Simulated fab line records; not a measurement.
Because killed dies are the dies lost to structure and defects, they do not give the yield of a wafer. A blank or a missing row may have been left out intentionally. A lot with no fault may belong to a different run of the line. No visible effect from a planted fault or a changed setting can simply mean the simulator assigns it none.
Split-lot study + flow rit_cmos + on a route of 202 steps: 5 lots, 23 wafers read

== SPLIT DETAILS ==
At RIT_CONTACT_DEVELOP_07 (develop time 120 s), the setting develop_time_s was moved away from the recipe's 120 s on 8 of the 23 wafers read, by -10.3% to +5.2%. This setting was run at the recipe's value on the other wafers.

== FROM THE SPLIT TO THE READING: what the file shows between them, 4 steps ==
- RIT_CONTACT_CD_MEAS_08: target cd 1000 nm
- RIT_CONTACT_HARDBAKE_10: time 60 s
- RIT_CONTACT_ETCH_11: etches SiO2 in CHF3/CF4/Ar, stops on TiSi2, target depth 480 nm, time 320 s
- RIT_CONTACT_STRIP_12: strips in O2, time 180 s

== THE READING ==
At RIT_CONTACT_CD_MEAS_90: cd_nm in nanometres, against a target cd of 1000 nm. Fault-free wafers of this fab line usually give 1000.1 nm, standard deviation 2.2 nm.

| wafer  | tool, chamber at the split | develop_time_s as run, s | against the recipe | cd_nm, nm | against lot-mates on the recipe |
|--------|----------------------------|--------------------------|--------------------|-----------|---------------------------------|
| L074.1 | litho_track-03, 0          | 120                      | recipe             | 997.8     | -                               |
| L074.3 | litho_track-03, 0          | 120                      | recipe             | 998.8     | -                               |
| L074.4 | litho_track-03, 0          | 120                      | recipe             | 998.5     | -                               |
| L074.5 | litho_track-03, 0          | 120                      | recipe             | 999.3     | -                               |
| L074.6 | litho_track-03, 0          | 120                      | recipe             | 1002.6    | -                               |
| L075.1 | litho_track-02, 0          | 109.7                    | -8.6%              | 994.4     | -6.9                            |
| L075.2 | litho_track-02, 0          | 109.7                    | -8.6%              | 993.6     | -7.7                            |
| L075.3 | litho_track-02, 0          | 120                      | recipe             | 1002.1    | -                               |
| L075.4 | litho_track-02, 0          | 109.7                    | -8.6%              | 994.7     | -6.6                            |
| L075.6 | litho_track-02, 0          | 120                      | recipe             | 1000.5    | -                               |
| L078.2 | litho_track-03, 0          | 126.3                    | +5.2%              | 1007.7    | +3.2                            |
| L078.3 | litho_track-03, 0          | 120                      | recipe             | 1004.1    | -                               |
| L078.4 | litho_track-03, 0          | 120                      | recipe             | 1004.9    | -                               |
| L078.5 | litho_track-03, 0          | 126.3                    | +5.2%              | 1008.4    | +3.9                            |
| L078.6 | litho_track-03, 0          | 126.3                    | +5.2%              | 1006.5    | +2.0                            |
| L081.1 | litho_track-04, 0          | 107.6                    | -10.3%             | 989.8     | -8.7                            |
| L081.3 | litho_track-04, 0          | 120                      | recipe             | 998.7     | -                               |
| L081.4 | litho_track-04, 0          | 120                      | recipe             | 997.8     | -                               |
| L081.5 | litho_track-04, 0          | 120                      | recipe             | 998.9     | -                               |
| L081.6 | litho_track-04, 0          | 107.6                    | -10.3%             | 990.8     | -7.7                            |
| L084.3 | litho_track-02, 0          | 120                      | recipe             | 1003.3    | -                               |
| L084.4 | litho_track-02, 0          | 120                      | recipe             | 1001.4    | -                               |
| L084.6 | litho_track-02, 0          | 120                      | recipe             | 1003.7    | -                               |

FIT RESULTS
A straight line over all 23 wafers: cd_nm changes by +0.977 nm for each +1% of develop_time_s; r = +0.90; the points scatter about the line by 2.2 nm.
The same after taking each lot's own level away (the mean of its wafers on the recipe; 23 wafers): +0.757 nm for each +1%; r = +0.96; scatter 1.1 nm.
On that fit, the largest move of develop_time_s shifts the reading by 7.8 nm.
Across the lots, their own levels run from 998.47 to 1004.50 nm, a range of 2.7 times the standard deviation given above.
So the lot-to-lot level changes the slope: the two fits differ.
Check: for one of the wafers moved furthest among these (-10.3%), held out of the fit, the line's prediction against its lot-mates is -7.88 nm. Against them it came out at -8.67 nm.

== OTHER SPLITS ON THESE WAFERS ==
Note: prior to the reading, these wafers also went through further splits. Each is held against what the fit with the lots' levels taken away leaves over:
| other split on the same wafers | wafers away from the commonest value | r with cd_nm (lot level and that fit taken away) |
|--------------------------------|--------------------------------------|--------------------------------------------------|
| RIT_NSD_COAT_01 spin_rpm       | 7                                    | -0.10                                            |
| RIT_NSD_IMPLANT_08 dose_cm2    | 9                                    | +0.21                                            |
| RIT_PSD_IMPLANT_08 energy_kev  | 9                                    | +0.27                                            |
| RIT_SDANNEAL_CLEAN_00 time_s   | 18                                   | +0.08                                            |
| RIT_CONTACT_CVD_00 time_s      | 10                                   | +0.24                                            |

== THE WHOLE CHAIN: every reading that the file lists as answering this split, in the file's order ==
| step                   | what it does                                                                | reading                                                        | change (the file's fit)               | r (the file's) |
|------------------------|-----------------------------------------------------------------------------|----------------------------------------------------------------|---------------------------------------|----------------|
| RIT_CONTACT_CD_MEAS_08 | target cd 1000 nm                                                           | cd_nm                                                          | +0.768 nm for each +1% of the setting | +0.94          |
| RIT_CONTACT_ETCH_11    | etches SiO2 in CHF3/CF4/Ar, stops on TiSi2, target depth 480 nm, time 320 s | CONTACT.cd_nm (the simulator's own value, which no gauge read) | +0.761 nm for each +1% of the setting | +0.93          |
| RIT_CONTACT_CD_MEAS_90 | target cd 1000 nm                                                           | cd_nm                                                          | +0.771 nm for each +1% of the setting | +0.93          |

== THE FILE'S OWN FIT ==
cd_nm changes by +0.771 nm for each +1% of develop_time_s, r = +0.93.
